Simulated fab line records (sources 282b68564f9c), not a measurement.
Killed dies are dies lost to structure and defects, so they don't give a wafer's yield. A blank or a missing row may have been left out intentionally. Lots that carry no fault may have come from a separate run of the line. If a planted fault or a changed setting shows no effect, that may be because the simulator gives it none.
fab line records    flow rit-cmos
record: lots: 5  wafers: 15  last-day: 8
route steps=202 shown SDANNEAL@156 PSD@157 NSD@158 PLDD@159 NLDD@160 SILICIDE@161 CONTACT@168 M1@202
lots with no fault: from the same line, run without faults
start-h: hours from the record's opening day to when the first of the lot's shown wafers began    wait-h: time in hours since the lot's previous step    " same as the row above    L1.1+2: a single row standing in for several wafers    - no value, or no start given    * or withheld: withheld    < > ~ a bound
route shown NAME@n: a module of which the file shows steps, and the number in the route of the first    usual: mean/standard deviation of fault-free wafers    same: alike in all rows    chamber/n: place in a boat    sites: the reading at each site    _std_site: standard deviation of those values    _edge_site: mean of outer sites minus mean of inner sites    radius-mm: for every site, how far away it sits from the centre of the wafer    mask NAME#n: copy n    behind: the last tool/chamber to shape the wafer    hold: cause of the lot's hold/its duration in hours/its outcome    device: the n, p or np transistor that did not switch    end of line: tests run on the same wafers once the route is complete    a step with no rows: only its recipe    killed: the dies lost at the first sort to structure and to defects; this is not the yield of the wafer    map: the dies of a wafer, with x for killed, . for not killed, _ for no die there
set.NAME: the setting the step ran with; set.NAME@STEP: the setting that earlier step ran with    model.NAME: the simulator's own value behind a step, which no gauge read
lots seen at some steps along the route; tables by step, rows by wafer
services: from which hour (start-h, from the record's first day; less than 0 if before it) a tool's chamber was out of use, for how many hours, and why
== steps ==
step: RIT_SDANNEAL_RTA_03
recipe: temp-c: 1050  time-s: 5  idle-temp-c: 600  ramp-up-c-per-s: 342  ramp-down-c-per-s: 171  cool-to-c: 600  ambient: N2
usual: wafer_temp_C_max: 1053.5/1.1
lot.wafer  tool           chamber  start-h  wait-h  wafer_temp_C_max
L171.2     rtp-anneal-01  0        73.70    0.0     1052.1
L171.4     "              0        "        "       1054.5
L171.5     "              0        "        "       1053.3
L172.1     rtp-anneal-02  0        79.30    0.0     1054.5
L172.2     "              0        "        "       1053.1
L172.3     "              0        "        "       1053.1
L180.2     rtp-anneal-02  0        120.14   0.0     1053.9
L180.4     "              0        "        "       1057.2
L180.5     "              0        "        "       1053.7
L181.1     rtp-anneal-01  0        127.00   0.0     1053.5
L181.5     "              0        "        "       1053.5
L181.6     "              0        "        "       1052.1
L190.4     rtp-anneal-02  0        179.87   0.0     1054.6
L190.5     "              0        "        "       1054.0
L190.6     "              0        "        "       1055.3
step: RIT_SDANNEAL_RS_MEAS_04
recipe: thk-meas-gauge: four-point-probe
usual: PSD_RS: 115.9/0.3
lot.wafer  tool           chamber  start-h  wait-h  PSD_RS[ohm/sq]
L171.2     film-metro-04  -        73.77    0.1     115.7
L171.4     "              -        "        "       115.3
L171.5     "              -        "        "       116.1
L172.1     film-metro-03  -        79.36    0.0     115.8
L172.2     "              -        "        "       115.9
L172.3     "              -        "        "       115.7
L180.2     film-metro-03  -        120.21   0.1     116.1
L180.4     "              -        "        "       116.3
L180.5     "              -        "        "       116.3
L181.1     film-metro-04  -        127.06   0.0     116.4
L181.5     "              -        "        "       115.9
L181.6     "              -        "        "       115.9
L190.4     film-metro-01  -        179.96   0.1     115.9
L190.5     "              -        "        "       115.8
L190.6     "              -        "        "       116.2
step: RIT_SDANNEAL_RS_MEAS_05
recipe: thk-meas-gauge: four-point-probe
usual: NSD_RS: 84.51/0.23
lot.wafer  tool           chamber  start-h  wait-h  NSD_RS[ohm/sq]
L171.2     film-metro-04  -        73.89    0.1     84.40
L171.4     "              -        "        "       84.26
L171.5     "              -        "        "       84.38
L172.1     film-metro-03  -        79.48    0.1     84.44
L172.2     "              -        "        "       84.32
L172.3     "              -        "        "       84.83
L180.2     film-metro-03  -        120.33   0.1     84.59
L180.4     "              -        "        "       84.50
L180.5     "              -        "        "       84.45
L181.1     film-metro-04  -        127.18   0.1     84.48
L181.5     "              -        "        "       84.32
L181.6     "              -        "        "       84.31
L190.4     film-metro-01  -        180.08   0.1     84.95
L190.5     "              -        "        "       84.72
L190.6     "              -        "        "       84.89
step: RIT_SDANNEAL_RS_MEAS_06
recipe: thk-meas-gauge: four-point-probe
usual: PLDD_RS: 178.6/0.51
lot.wafer  tool           chamber  start-h  wait-h  PLDD_RS[ohm/sq]
L171.2     film-metro-04  -        74.01    0.1     179.4
L171.4     "              -        "        "       179.1
L171.5     "              -        "        "       179.3
L172.1     film-metro-03  -        79.60    0.1     178.9
L172.2     "              -        "        "       178.5
L172.3     "              -        "        "       178.6
L180.2     film-metro-03  -        120.45   0.1     178.5
L180.4     "              -        "        "       179.0
L180.5     "              -        "        "       178.9
L181.1     film-metro-04  -        127.30   0.1     179.3
L181.5     "              -        "        "       179.1
L181.6     "              -        "        "       178.3
L190.4     film-metro-01  -        180.20   0.1     178.6
L190.5     "              -        "        "       178.7
L190.6     "              -        "        "       178.5
step: RIT_SDANNEAL_RS_MEAS_07
recipe: thk-meas-gauge: four-point-probe
usual: NLDD_RS: 151.6/0.5
lot.wafer  tool           chamber  start-h  wait-h  NLDD_RS[ohm/sq]
L171.2     film-metro-04  -        74.13    0.1     151.7
L171.4     "              -        "        "       152.3
L171.5     "              -        "        "       151.5
L172.1     film-metro-03  -        79.72    0.1     151.5
L172.2     "              -        "        "       151.8
L172.3     "              -        "        "       152.3
L180.2     film-metro-03  -        120.57   0.1     152.0
L180.4     "              -        "        "       151.5
L180.5     "              -        "        "       151.6
L181.1     film-metro-04  -        127.42   0.1     151.1
L181.5     "              -        "        "       151.3
L181.6     "              -        "        "       151.7
L190.4     film-metro-01  -        180.32   0.1     152.0
L190.5     "              -        "        "       152.8
L190.6     "              -        "        "       152.7
step: RIT_SILICIDE_WET_ETCH_00
recipe: chemistry: BOE  target: SiO2  target-depth-nm: 14  time-s: 15  dry: n2-spin  dilution: 10:1  temp-c: 21.5
step: RIT_SILICIDE_SPUTTER_01
recipe: material: Ti  target-thk-nm: 30  power-w: 350  chamber-pressure-pa: 0.667  gas: Ar  time-s: 240  substrate-temp-c: 25
usual: throttle-valve-pct: 30.0/0.62
lot.wafer  tool            chamber  start-h  wait-h  throttle-valve-pct
L171.2     pvd-sputter-01  -        74.24    0.0     29.7
L171.4     "               -        "        "       30.1
L171.5     "               -        "        "       30.0
L172.1     pvd-sputter-04  -        79.85    0.0     30.6
L172.2     "               -        "        "       29.7
L172.3     "               -        "        "       29.9
L180.2     pvd-sputter-04  -        120.68   0.0     30.0
L180.4     "               -        "        "       30.9
L180.5     "               -        "        "       29.3
L181.1     pvd-sputter-01  -        127.56   0.0     30.7
L181.5     "               -        "        "       29.2
L181.6     "               -        "        "       29.9
L190.4     pvd-sputter-01  -        180.39   0.0     29.6
L190.5     "               -        "        "       30.0
L190.6     "               -        "        "       30.4
step: RIT_SILICIDE_RS_MEAS_02
recipe: thk-meas-gauge: four-point-probe  reads: Ti_of_SILICIDE_SPUTTER_01
usual: SILICIDE_TI_RS: 47.8/0.48
lot.wafer  tool           chamber  start-h  wait-h  SILICIDE_TI_RS[ohm/sq]
L171.2     film-metro-01  -        74.41    0.1     47.2
L171.4     "              -        "        "       48.0
L171.5     "              -        "        "       48.3
L172.1     film-metro-02  -        80.00    0.1     48.0
L172.2     "              -        "        "       48.1
L172.3     "              -        "        "       48.2
L180.2     film-metro-01  -        120.85   0.1     48.2
L180.4     "              -        "        "       47.8
L180.5     "              -        "        "       48.0
L181.1     film-metro-01  -        127.71   0.1     48.6
L181.5     "              -        "        "       47.8
L181.6     "              -        "        "       48.0
L190.4     film-metro-02  -        180.60   0.1     47.9
L190.5     "              -        "        "       47.2
L190.6     "              -        "        "       48.1
step: RIT_SILICIDE_THK_MEAS_03
recipe: thk-meas-gauge: xrf  reads: Ti_of_SILICIDE_SPUTTER_01
usual: SILICIDE_TI_THK: 30.27/0.29
lot.wafer  tool           chamber  start-h  wait-h  SILICIDE_TI_THK[nm]
L171.2     film-metro-01  -        74.52    0.1     30.26
L171.4     "              -        "        "       29.89
L171.5     "              -        "        "       29.72
L172.1     film-metro-02  -        80.12    0.1     30.28
L172.2     "              -        "        "       30.31
L172.3     "              -        "        "       30.12
L180.2     film-metro-01  -        120.96   0.1     29.69
L180.4     "              -        "        "       30.08
L180.5     "              -        "        "       29.91
L181.1     film-metro-01  -        127.83   0.1     29.70
L181.5     "              -        "        "       29.97
L181.6     "              -        "        "       30.01
L190.4     film-metro-02  -        180.69   0.1     30.13
L190.5     "              -        "        "       30.52
L190.6     "              -        "        "       30.08
step: RIT_SILICIDE_RTA_04
recipe: temp-c: 650  time-s: 10  idle-temp-c: 25  ramp-up-s: 5  ramp-down-s: 5  cool-to-c: 25  ambient: N2
usual: wafer_temp_C_max: 651.8/0.54
lot.wafer  tool           chamber  start-h  wait-h  wafer_temp_C_max
L171.2     rtp-anneal-02  0        74.58    0.1     651.8
L171.4     "              0        "        "       651.4
L171.5     "              0        "        "       652.3
L172.1     rtp-anneal-01  0        80.18    0.1     651.7
L172.2     "              0        "        "       650.5
L172.3     "              0        "        "       651.6
L180.2     rtp-anneal-01  0        121.02   0.1     651.9
L180.4     "              0        "        "       652.2
L180.5     "              0        "        "       651.8
L181.1     rtp-anneal-02  0        127.89   0.1     651.6
L181.5     "              0        "        "       651.2
L181.6     "              0        "        "       651.3
L190.4     rtp-anneal-01  0        180.75   0.1     650.8
L190.5     "              0        "        "       651.1
L190.6     "              0        "        "       651.8
step: RIT_SILICIDE_WET_ETCH_05
recipe: chemistry: SPM  target: Ti  temp-c: 90  time-s: 120  dry: n2-spin
step: RIT_SILICIDE_RTA_06
recipe: temp-c: 750  time-s: 10  idle-temp-c: 25  ramp-up-s: 5  ramp-down-s: 10  cool-to-c: 25  ambient: N2
usual: wafer_temp_C_max: 752.0/0.47
lot.wafer  tool           chamber  start-h  wait-h  wafer_temp_C_max
L171.2     rtp-anneal-01  0        74.69    0.0     751.9
L171.4     "              0        "        "       752.2
L171.5     "              0        "        "       752.3
L172.1     rtp-anneal-02  0        80.30    0.0     751.7
L172.2     "              0        "        "       752.4
L172.3     "              0        "        "       752.2
L180.2     rtp-anneal-02  0        121.13   0.0     751.7
L180.4     "              0        "        "       751.5
L180.5     "              0        "        "       751.7
L181.1     rtp-anneal-01  0        128.07   0.0     751.5
L181.5     "              0        "        "       752.3
L181.6     "              0        "        "       751.4
L190.4     rtp-anneal-02  0        180.87   0.0     753.2
L190.5     "              0        "        "       751.9
L190.6     "              0        "        "       752.0
step: RIT_CONTACT_CVD_00
recipe: material: SiO2  target-thk-nm: 400  precursor: TEOS  temp-c: 390  time-s: 61  rf-w: 400
usual: heater-power-w: 317/45  run-length-s: 88.8/0.57
lot.wafer  tool      chamber  start-h  wait-h  heater-power-w  run-length-s  model.SiO2_of_CONTACT_CVD_00.thk-nm
L171.2     pecvd-01  2        74.75    0.0     361             88.2          400.6
L171.4     "         2        "        "       273             88.5          406.1
L171.5     "         0        "        "       300             88.4          407.7
L172.1     pecvd-04  2        80.36    0.1     363             88.7          393
L172.2     "         0        "        "       238             89.1          394.1
L172.3     "         1        "        "       307             89.5          399.4
L180.2     pecvd-01  2        121.18   0.0     340             88.3          400.6
L180.4     "         1        "        "       332             89.2          412.2
L180.5     "         0        "        "       321             105.6         515.8
L181.1     pecvd-03  2        128.13   0.1     282             89.5          397.8
L181.5     "         0        "        "       416             89.1          404.3
L181.6     "         2        "        "       304             89.4          408.9
L190.4     pecvd-04  2        180.92   0.0     363             89.0          405.5
L190.5     "         0        "        "       246             89.7          403.3
L190.6     "         1        "        "       312             89.4          406.1
step: RIT_CONTACT_THK_MEAS_01
recipe: reads: SiO2_of_CONTACT_CVD_00
usual: CONTACT_TEOS_THK: 401/4.8
lot.wafer  tool           chamber  start-h  wait-h  CONTACT_TEOS_THK[nm]
L171.2     film-metro-04  -        74.81    0.0     401
L171.4     "              -        "        "       406
L171.5     "              -        "        "       408
L172.1     film-metro-04  -        80.41    0.0     393
L172.2     "              -        "        "       394
L172.3     "              -        "        "       399
L180.2     film-metro-02  -        121.24   0.0     401
L180.4     "              -        "        "       412
L180.5     "              -        "        "       516
L181.1     film-metro-02  -        128.18   0.0     398
L181.5     "              -        "        "       405
L181.6     "              -        "        "       409
L190.4     film-metro-04  -        180.98   0.0     406
L190.5     "              -        "        "       404
L190.6     "              -        "        "       406
step: RIT_CONTACT_HMDS_02
recipe: prime-time-s: 60  prime-temp-c: 140
step: RIT_CONTACT_COAT_03
recipe: resist: NOVOLAK  spin-rpm: 3250  resist-thk-nm: 1000
step: RIT_CONTACT_SOFTBAKE_04
recipe: resist: NOVOLAK  temp-c: 90  time-s: 60
step: RIT_CONTACT_EXPOSE_05
recipe: mask-id: M11  na: 0.6  source-shape: conventional  sigma-outer: 0.5  target-cd-nm: 1000  dose-mj: 250
step: RIT_CONTACT_PEB_06
recipe: resist: NOVOLAK  temp-c: withheld  time-s: withheld
step: RIT_CONTACT_DEVELOP_07
recipe: resist: NOVOLAK  develop-time-s: 120  dev-temp-c: 23
step: RIT_CONTACT_CD_MEAS_08
recipe: target-cd-nm: 1000
usual: cd-nm: 1000.5/2.1
lot.wafer  tool       chamber  start-h  wait-h  cd-nm
L171.2     cd-sem-02  -        75.84    -       999.8
L171.4     "          -        "        "       998.7
L171.5     "          -        "        "       1001.0
L172.1     cd-sem-02  -        81.44    -       1002.6
L172.2     "          -        "        "       1002.2
L172.3     "          -        "        "       1003.1
L180.2     cd-sem-02  -        124.49   -       1000.7
L180.4     "          -        "        "       1000.4
L180.5     "          -        "        "       1003.3
L181.1     cd-sem-02  -        129.21   -       996.8
L181.5     "          -        "        "       998.9
L181.6     "          -        "        "       997.4
L190.4     cd-sem-02  -        182.04   -       999.2
L190.5     "          -        "        "       998.7
L190.6     "          -        "        "       996.0
step: RIT_CONTACT_OVL_MEAS_09
usual: CONTACT_OVL: 1.2/1.5
lot.wafer  tool        chamber  start-h  wait-h  CONTACT_OVL[nm]
L171.2     overlay-02  -        75.95    0.1     4.6
L171.4     "           -        "        "       3.8
L171.5     "           -        "        "       5.3
L172.1     overlay-01  -        81.56    0.1     0.3
L172.2     "           -        "        "       -0.1
L172.3     "           -        "        "       -0.3
L180.2     overlay-01  -        124.60   0.1     0.6
L180.4     "           -        "        "       0.8
L180.5     "           -        "        "       0.2
L181.1     overlay-02  -        129.33   0.1     -0.7
L181.5     "           -        "        "       -0.5
L181.6     "           -        "        "       0.2
L190.4     overlay-01  -        182.11   0.1     1.3
L190.5     "           -        "        "       1.2
L190.6     "           -        "        "       3.0
step: RIT_CONTACT_HARDBAKE_10
recipe: resist: NOVOLAK  temp-c: 140  time-s: 60
step: RIT_CONTACT_ETCH_11
recipe: target-depth-a: 4800  over-etch-frac: 0.2  stop-on: TiSi2  chemistry: CHF3/CF4/Ar  target: SiO2  CHF3_flow_sccm: 50  cf4-flow-sccm: 10  Ar_flow_sccm: 100  O2_flow_sccm: 5  pressure-mtorr: 100  rf-w: 200  time-s: 320
usual: drypump-motor-current-A: 5.9/0.63  oes-product-au: 0.992/0.015  throttle-valve-pct: 8.76/0.097
lot.wafer  tool         chamber  start-h  wait-h  drypump-motor-current-A  oes-product-au  rf-hours-counter-h  throttle-valve-pct  model.CONTACT.feature-depth-nm  model.etch.depth-nm
L171.2     rie-diel-03  2        76.13    0.1     6.0                      0.998           45                  8.80                400.6                           400.6
L171.4     "            0        "        "       5.8                      1.003           -                   8.94                406.1                           406.1
L171.5     "            2        "        "       6.0                      1.004           -                   8.82                407.7                           407.7
L172.1     rie-diel-01  1        81.75    0.1     5.9                      0.990           40                  8.77                393                             393
L172.2     "            3        "        "       6.5                      1.001           146                 8.83                394.1                           394.1
L172.3     "            2        "        "       4.6                      0.966           15                  8.71                399.4                           399.4
L180.2     rie-diel-03  0        124.87   0.1     5.8                      1.002           68                  8.98                400.6                           400.6
L180.4     "            3        "        "       5.9                      0.976           27                  8.62                412.2                           412.2
L180.5     "            2        "        "       6.0                      1.003           -                   8.81                479.5                           479.5
L181.1     rie-diel-03  0        129.52   0.1     5.8                      1.001           68                  8.96                397.8                           397.8
L181.5     "            1        "        "       5.9                      1.007           -                   8.84                404.3                           404.3
L181.6     "            0        "        "       5.8                      1.007           -                   8.97                408.9                           408.9
L190.4     rie-diel-03  2        182.28   0.1     6.0                      1.004           47                  8.81                405.5                           405.5
L190.5     "            2        "        "       6.0                      1.015           -                   8.80                403.3                           403.3
L190.6     "            1        "        "       5.9                      0.993           -                   8.85                406.1                           406.1
step: RIT_CONTACT_STRIP_12
recipe: chemistry: O2  time-s: 180  resist: NOVOLAK  platen-temp-c: withheld  power-w: 500  pressure-mtorr: 4000  o2-flow-sccm: 4000
usual: drypump-motor-current-A: 5.8/0.53
lot.wafer  tool             chamber  start-h  wait-h  drypump-motor-current-A  rf-hours-counter-h
L171.2     plasma-asher-02  0        76.32    0.1     6.5                      45
L171.4     "                1        "        "       5.1                      -
L171.5     "                1        "        "       5.1                      -
L172.1     plasma-asher-02  1        81.94    0.1     5.2                      45
L172.2     "                0        "        "       6.6                      45
L172.3     "                0        "        "       6.5                      -
L180.2     plasma-asher-02  0        125.06   0.1     6.5                      50
L180.4     "                1        "        "       5.1                      -
L180.5     "                0        "        "       6.5                      -
L181.1     plasma-asher-03  1        129.71   0.1     5.2                      49
L181.5     "                0        "        "       6.0                      -
L181.6     "                1        "        "       5.2                      -
L190.4     plasma-asher-02  1        182.53   0.2     5.1                      -
L190.5     "                1        "        "       5.1                      -
L190.6     "                0        "        "       6.5                      -
step: RIT_CONTACT_CD_MEAS_90
recipe: target-cd-nm: 1000
usual: cd-nm: 1000.5/2
lot.wafer  tool       chamber  start-h  wait-h  cd-nm
L171.2     cd-sem-01  -        76.52    0.1     1000.6
L171.4     "          -        "        "       999.2
L171.5     "          -        "        "       1001.1
L172.1     cd-sem-01  -        82.12    0.1     1002.5
L172.2     "          -        "        "       1001.6
L172.3     "          -        "        "       1003.2
L180.2     cd-sem-02  -        125.26   0.1     1000.8
L180.4     "          -        "        "       1000.8
L180.5     "          -        "        "       1002.8
L181.1     cd-sem-02  -        129.89   0.1     997.3
L181.5     "          -        "        "       998.2
L181.6     "          -        "        "       997.1
L190.4     cd-sem-01  -        182.71   0.1     999.7
L190.5     "          -        "        "       999.4
L190.6     "          -        "        "       995.8
step: RIT_CONTACT_CLEAN_13
recipe: chemistry: SC1  mix: 3:3:50  time-s: 600  temp-c: 75
usual: bath-heat-duty-pct: 15.4/1.6
lot.wafer  tool          chamber  start-h  wait-h  bath-heat-duty-pct  model.SiO2_of_CONTACT_CVD_00.thk-nm
L171.2     wet-bench-03  2        76.62    0.1     15.5                396.5
L171.4     "             2        "        "       15.2                402
L171.5     "             2        "        "       13.6                403.6
L172.1     wet-bench-01  1        82.24    0.1     13.0                389
L172.2     "             1        "        "       12.5                390.1
L172.3     "             1        "        "       11.6                395.3
L180.2     wet-bench-03  2        125.36   0.1     14.1                396.5
L180.4     "             2        "        "       13.9                408.1
L180.5     "             2        "        "       13.9                511.7
L181.1     wet-bench-03  1        130.01   0.1     16.9                393.7
L181.5     "             1        "        "       16.7                400.3
L181.6     "             1        "        "       16.2                404.8
L190.4     wet-bench-03  2        182.77   0.0     15.4                401.4
L190.5     "             2        "        "       13.4                399.2
L190.6     "             2        "        "       14.2                402
step: RIT_CONTACT_CLEAN_14
recipe: chemistry: SC2  mix: 3:3:50  time-s: 600  temp-c: 75  dry: n2-spin
step: RIT_M1_PROBE_99
usual: killed-at-contacts: 0.1/0.23  killed-at-front-end: 7/3  killed-dies: 7/3  killed-on-rim: 1.8/1.5  killed-open: 3.3/1.8  killed-short: 3.3/2.2
same: gross-dies: 264  killed_at_M0_to_M3: 0  killed_at_M4_up: 0  killed-at-back-side: 0  killed-at-other: 0
lot.wafer  tool       chamber  start-h  wait-h  killed-at-contacts  killed-at-front-end  killed-dies  killed-on-rim  killed-open  killed-short
L171.2     prober-01  -        81.30    0.1     0                   2                    2            1              1            1
L171.4     prober-01  -        81.40    0.2     0                   8                    8            2              4            4
L171.5     prober-01  -        81.45    0.2     0                   7                    7            3              4            3
L172.1     prober-02  -        86.62    0.1     0                   8                    8            0              6            2
L172.2     prober-02  -        86.67    0.1     0                   9                    9            1              5            4
L172.3     prober-02  -        86.72    0.2     0                   11                   11           4              3            8
L180.2     prober-01  -        129.98   0.1     0                   5                    5            2              2            3
L180.4     prober-01  -        130.08   0.2     0                   3                    3            2              2            1
L180.5     prober-01  -        130.13   0.2     257                 5                    262          70             3            2
killed by level:class
L171.2 GATE:geometric-particle:open=1 REOX:geometric-particle:short=1
L171.4 FOX1:geometric-particle:short=2 GATE:geometric-particle:open=2 FOX2:geometric-particle:short=1 GATE:geometric-particle:short=1 REOX:geometric-particle:open=1 SPACER:geometric-particle:open=1
L171.5 REOX:geometric-particle:open=2 FOX1:geometric-particle:open=1 GATE:geometric-particle:short=1 REOX:geometric-particle:short=1 SPACER:geometric-particle:short=1 SPACER:geometric-particle:open=1
L172.1 SPACER:geometric-particle:open=3 GATE:geometric-particle:open=2 SPACER:geometric-particle:short=2 SILICIDE:geometric-particle:open=1
L172.2 FOX2:geometric-particle:open=3 FOX2:geometric-particle:short=2 GATE:geometric-particle:open=1 GATE:geometric-particle:short=1 REOX:geometric-particle:short=1 SILICIDE:geometric-particle:open=1
L172.3 GATE:geometric-particle:short=4 REOX:geometric-particle:open=2 SILICIDE:geometric-particle:short=2 FOX2:geometric-particle:short=1 GATE:geometric-particle:open=1 REOX:geometric-particle:short=1
L180.2 GATE:geometric-particle:short=1 GATE:geometric-particle:open=1 REOX:geometric-particle:short=1 REOX:geometric-particle:open=1 SPACER:geometric-particle:short=1
L180.4 GATE:geometric-particle:open=1 SPACER:geometric-particle:open=1 SPACER:geometric-particle:short=1
L180.5 CONTACT:area-etch=257 REOX:geometric-particle:open=2 FOX1:geometric-particle:short=1 GATE:geometric-particle:open=1 SILICIDE:geometric-particle:short=1
map L180.5 (x killed, . not)
________xxxxxxx_______
_____xxxxxxxxxxxxx____
____xxxxxxxxxxxxxxx___
___xxxxxxxxxxxxxxxxx__
__xxxxxxxxxx.xxxxxxxx_
__xxxxxxxxxxxxxxxxxxx_
_xxxxxxxxxxxxxxxxxxxxx
_xxxxxxxxxxx.xxxxxxxxx
_xxxxxxxxxxxxxxxxxxxxx
_xxxxxxxxxxxxxxxxxxxxx
__xxxxxxxxxxxxxxxxxxx_
__xxxxxxxxxxxxxxxxxxx_
___xxxxxxxxxxxxxxxxx__
____xxxxxxxxxxxxxxx___
_____xxxxxxxxxxxxx____
________xxxxxxx_______
map L171.4 (x killed, . not)
________....x.._______
_____.............____
____...............___
___................x__
__...........x......._
__..................._
_..x..................
_.....................
_.....................
_.....................
__..................._
__................x.._
___........x........__
____..xx...........___
_____.............____
________......._______
== services ==
tool            chamber  start-h  hours  kind
rie-diel-03     1        52.89    18.1   repair
rie-diel-03     1        70.97    -      clean
rie-diel-03     1        70.97    13.4   scheduled-down
rie-diel-03     1        70.97    13.4   vent-cycle
pecvd-04        -        72.20    0.9    repair
rie-diel-03     0        85.92    16.2   repair
rie-diel-01     0        87.76    5.4    repair
rie-diel-01     0        93.16    -      clean
rie-diel-01     0        93.16    12.9   scheduled-down
rie-diel-01     0        93.16    12.9   vent-cycle
pecvd-04        -        98.95    0.8    repair
pecvd-03        -        123.13   0.9    repair
pecvd-04        -        128.57   6.0    pm
pecvd-04        -        148.83   2.4    repair
wet-bench-01    -        149.57   5.0    repair
pvd-sputter-04  -        151.10   10.1   repair
rie-diel-01     3        159.62   -      clean
rie-diel-01     3        159.62   24.0   scheduled-down
rie-diel-01     3        159.62   24.0   vent-cycle
pecvd-03        1        162.49   1.7    repair
rie-diel-03     2        170.21   1.3    repair
== key ==
first-sign: step: RIT_CONTACT_CVD_00  reading: run-length-s  direction: up  sigmas: 29  usual: *  struck: *
effect: step: RIT_CONTACT_THK_MEAS_01  reading: CONTACT_TEOS_THK  direction: up  sigmas: 24  usual: 401  struck: 516
effect: step: RIT_M1_PROBE_99  reading: killed-at-contacts  direction: up  sigmas: 99+  usual: 0.1  struck: 257
model-effect: step: RIT_CONTACT_CVD_00  value: SiO2_of_CONTACT_CVD_00.thk-nm  without: 400.6  struck: 515.8
model-effect: step: RIT_CONTACT_ETCH_11  value: CONTACT.feature-depth-nm  without: 400.6  struck: 479.5
model-effect: step: RIT_CONTACT_CLEAN_13  value: SiO2_of_CONTACT_CVD_00.thk-nm  without: 396.6  struck: 511.7
more-kills-born-at: RIT_CONTACT_ETCH_11@rie-diel-03: 257
met-at RIT_CONTACT_CVD_00
struck-wafers L180.5
later-rows-left-out L180.5
tester-left-out L180
onset-between 74.75 121.18
fault: kind: process-parameter-drift  tool: pecvd-01  chamber: 0  onset-h: 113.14  steps: RIT_CONTACT_CVD_00  channel: time-s  offset: *  shape: step  end-h: 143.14  stated: *
tester-left-out: of these lots the tester's yield and bins aren't shown, on N5 and GAA mostly nor the transistor test; their killed dies are dies lost to structure and defects alone, not to doping, threshold or leakage, so they don't give the yield
later-rows-left-out: the simulator's readings of these wafers behind a module that went badly wrong aren't trusted and aren't shown, but for the sort
